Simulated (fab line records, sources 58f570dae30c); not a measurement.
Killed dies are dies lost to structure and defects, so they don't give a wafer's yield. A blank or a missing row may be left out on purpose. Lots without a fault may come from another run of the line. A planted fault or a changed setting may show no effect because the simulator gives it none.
Split-lot experiment | flow berkeley_cmos170 | 5 lots, 23 wafers read, on a route of 331 steps

THE SPLIT
At UCB170_WELLDRIVE_OXIDATION_01 (target thk 199 nm, ox time 9000 s), the setting temp_c was moved away from the recipe's 1100 C on 15 of the 23 wafers read, by -2.5% to +1.8%. The other wafers ran this setting at the recipe's value.

The file shows no step between the split and the reading.

THE READING
WELLDRIVE_OXIDE_THK, in nm, at UCB170_WELLDRIVE_THK_MEAS_02. Fault-free wafers of this fab line usually give 200 nm, standard deviation 4.2 nm.

wafer  | tool, chamber at the split | temp_c as run, C | against the recipe | WELLDRIVE_OXIDE_THK, nm | against lot-mates on the recipe
L076.1 | -, -                       | 1072             | -2.5%              | 169                     | no lot-mate on the recipe
L076.2 | -, -                       | 1072             | -2.5%              | 169                     | no lot-mate on the recipe
L076.3 | -, -                       | 1072             | -2.5%              | 168                     | no lot-mate on the recipe
L076.4 | -, -                       | 1072             | -2.5%              | 167                     | no lot-mate on the recipe
L076.6 | -, -                       | 1072             | -2.5%              | 169                     | no lot-mate on the recipe
L080.1 | -, -                       | 1118             | +1.6%              | 213                     | no lot-mate on the recipe
L080.2 | -, -                       | 1118             | +1.6%              | 210                     | no lot-mate on the recipe
L080.3 | -, -                       | 1118             | +1.6%              | 210                     | no lot-mate on the recipe
L080.4 | -, -                       | 1118             | +1.6%              | 211                     | no lot-mate on the recipe
L080.6 | -, -                       | 1118             | +1.6%              | 210                     | no lot-mate on the recipe
L078.1 | -, -                       | 1100             | recipe             | 199                     | -
L078.2 | -, -                       | 1100             | recipe             | 197                     | -
L078.3 | -, -                       | 1100             | recipe             | 197                     | -
L078.5 | -, -                       | 1100             | recipe             | 199                     | -
L078.6 | -, -                       | 1100             | recipe             | 198                     | -
L084.1 | -, -                       | 1120             | +1.8%              | 223                     | no lot-mate on the recipe
L084.2 | -, -                       | 1120             | +1.8%              | 224                     | no lot-mate on the recipe
L084.3 | -, -                       | 1120             | +1.8%              | 223                     | no lot-mate on the recipe
L084.4 | -, -                       | 1120             | +1.8%              | 223                     | no lot-mate on the recipe
L084.6 | -, -                       | 1120             | +1.8%              | 222                     | no lot-mate on the recipe
L085.1 | furnace-02, 0              | 1100             | recipe             | 203                     | -
L085.2 | furnace-02, 0              | 1100             | recipe             | 202                     | -
L085.6 | furnace-02, 0              | 1100             | recipe             | 202                     | -

THE FIT
A straight line over all 23 wafers: WELLDRIVE_OXIDE_THK changes by +11.4 nm for each +1% of temp_c; r = +0.98; the points scatter about the line by 4 nm.
Too few moved wafers have a lot-mate on the recipe to fit a line with each lot's own level taken away.

THE WHOLE CHAIN: every reading that the file lists as answering this split, in the file's order
step                          | what it does                      | reading                                                                                | change (the file's fit)              | r (the file's)
UCB170_WELLDRIVE_OXIDATION_01 | target thk 199 nm, ox time 9000 s | SiO2_of_WELLDRIVE_OXIDATION_01.thk_nm (the simulator's own value, which no gauge read) | +11.4 nm for each +1% of the setting | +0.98
UCB170_WELLDRIVE_THK_MEAS_02  |                                   | WELLDRIVE_OXIDE_THK                                                                    | +11.4 for each +1% of the setting    | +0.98

THE FILE'S OWN FIT
WELLDRIVE_OXIDE_THK changes by +11.4 nm for each +1% of temp_c, r = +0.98.
